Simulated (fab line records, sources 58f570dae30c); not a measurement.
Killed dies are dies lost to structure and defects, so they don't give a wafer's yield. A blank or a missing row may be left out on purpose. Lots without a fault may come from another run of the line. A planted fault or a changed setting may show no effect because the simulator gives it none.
fab line records | flow berkeley_cmos170
record lots=15 wafers=45 last_day=11
route steps=331 shown M1@244
lots that met no fault: from a run of the same line without faults
start_h: hours from the record's first day to the start of the lot's first wafer shown | wait_h: hours since the lot's step before | " the same as in the row above | L1.1+2: a row that stands for several wafers | - no value, or no start given | * or withheld: withheld | < > ~ a bound
route shown NAME@n: a module of which the file shows steps, and the number in the route of the first | usual: mean/standard deviation of fault-free wafers | same: alike in all rows | chamber/n: place in a boat | sites: the reading at each site | _std_site: their standard deviation | _edge_site: outer sites' mean less inner sites' | radius_mm: how far each site lies from the wafer's centre | mask NAME#n: copy n | behind: the tool/chamber that last shaped the wafer | hold: why the lot was held/for how many hours/how that ended | device: the transistor (n, p or np) that didn't switch | end of line: the same wafers' tests at the end of the route | a step without rows: its recipe alone | killed: dies lost to structure and defects at the first sort, not the wafer's yield | map: a wafer's dies, x killed, . not, _ none there
set.NAME: the setting as run; set.NAME@STEP: as run at that earlier step | model.NAME: the simulator's own value behind a step, which no gauge read
steps of the route over a sample of lots; a table a step, a row a wafer
services: from which hour (start_h, from the record's first day; less than 0 if before it) a tool's chamber was out of use, for how many hours, and why
## steps
# step UCB170_M1_EXPOSE_06
# recipe mask_id=METAL1 target_cd_nm=700 na=0.5 sigma_outer=0.6 source_shape=conventional dose_mj=21
# usual exposure_dose_mJ_cm2=21.001/0.021 focus_offset_nm=0.0/0.54
# columns lot.wafer tool chamber start_h wait_h mask exposure_dose_mJ_cm2 focus_offset_nm
L643.1 krf_scanner-01 0 129.84 - METAL1#0 21.017 0.5
L643.2 " 0 " " METAL1#0 21.014 0.4
L643.3 " 0 " " METAL1#0 20.980 0.1
L644.2 krf_scanner-02 0 142.87 - METAL1#0 20.979 -0.5
L644.5 " 0 " " METAL1#0 21.031 0.0
L644.6 " 0 " " METAL1#0 21.006 -0.3
L646.4 krf_scanner-01 0 155.65 - METAL1#0 21.012 -0.2
L646.5 " 0 " " METAL1#0 20.994 0.5
L646.6 " 0 " " METAL1#0 21.032 -0.7
L648.1 krf_scanner-02 0 156.09 - METAL1#0 20.981 -0.4
L648.4 " 0 " " METAL1#0 20.965 0.0
L648.5 " 0 " " METAL1#0 20.961 -0.7
L649.1 krf_scanner-01 0 156.33 - METAL1#0 21.017 1.0
L649.4 " 0 " " METAL1#0 21.032 0.4
L649.6 " 0 " " METAL1#0 21.018 0.4
L647.2 krf_scanner-02 0 157.03 - METAL1#0 21.009 -0.4
L647.3 " 0 " " METAL1#0 20.995 -0.1
L647.4 " 0 " " METAL1#0 21.010 -0.6
L652.3 krf_scanner-02 0 190.64 - METAL1#0 20.993 0.6
L652.5 " 0 " " METAL1#0 21.010 0.1
L652.6 " 0 " " METAL1#0 21.008 1.3
L654.2 krf_scanner-01 - 196.52 - METAL1#0 - -
L654.4 " - " " METAL1#0 - -
L654.5 " - " " METAL1#0 - -
L653.1 krf_scanner-01 - 198.35 - METAL1#0 - -
L653.2 " - " " METAL1#0 - -
L653.4 " - " " METAL1#0 - -
L656.4 krf_scanner-01 0 198.52 - METAL1#0 20.997 -0.1
L656.5 " 0 " " METAL1#0 21.004 -0.2
L656.6 " 0 " " METAL1#0 21.020 -0.2
L655.2 krf_scanner-02 - 200.11 - METAL1#0 - -
L655.4 " - " " METAL1#0 - -
L655.5 " - " " METAL1#0 - -
L657.1 krf_scanner-02 0 218.45 - METAL1#0 21.033 0.1
L657.2 " 0 " " METAL1#0 21.001 0.7
L657.3 " 0 " " METAL1#0 21.013 0.4
L660.3 krf_scanner-02 0 227.67 - METAL1#0 20.984 0.1
L660.5 " 0 " " METAL1#0 21.019 0.1
L660.6 " 0 " " METAL1#0 21.003 0.5
L663.2 krf_scanner-01 0 249.90 - METAL1#0 20.981 0.0
L663.3 " 0 " " METAL1#0 20.988 0.0
L663.6 " 0 " " METAL1#0 21.001 -0.2
L666.1 krf_scanner-02 0 257.56 - METAL1#0 21.013 -0.4
L666.2 " 0 " " METAL1#0 20.957 -0.5
L666.4 " 0 " " METAL1#0 20.971 -0.1
## services
# columns tool chamber start_h hours kind
krf_scanner-01 - 106.19 4.1 repair
krf_scanner-02 - 118.17 14.8 repair
krf_scanner-01 - 128.88 0.6 repair
krf_scanner-01 - 182.40 1.9 repair
krf_scanner-02 - 211.42 1.6 repair
krf_scanner-01 - 216.96 3.3 repair
krf_scanner-02 - 230.42 1.3 pm
krf_scanner-01 - 233.52 0.8 pm
krf_scanner-02 - 236.55 4.0 pm
krf_scanner-02 - 240.57 1.0 pm
## key
first_sign step=UCB170_M1_EXPOSE_06 reading=tool_record direction=missing
effect none on later readings
met_at UCB170_M1_EXPOSE_06
struck_lots L653,L654,L655
later_rows_left_out L653.1,L653.2,L653.4,L654.2,L654.4,L654.5,L655.2,L655.4,L655.5
sort_left_out L653.1,L653.2,L653.4,L654.2,L654.4,L654.5,L655.2,L655.4,L655.5
onset_between 190.64 196.52
fault kind=skipped_step_whole tool=krf_scanner-01,krf_scanner-02 chamber=- onset_h=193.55 steps=UCB170_M1_EXPOSE_06 scope=struck_lots_only
# sort_left_out: the simulated sort isn't trusted on such a fault, so these wafers' sort isn't shown, and their yield isn't known
# later_rows_left_out: the simulator's readings of these wafers behind a module that went badly wrong aren't trusted and aren't shown, but for the sort
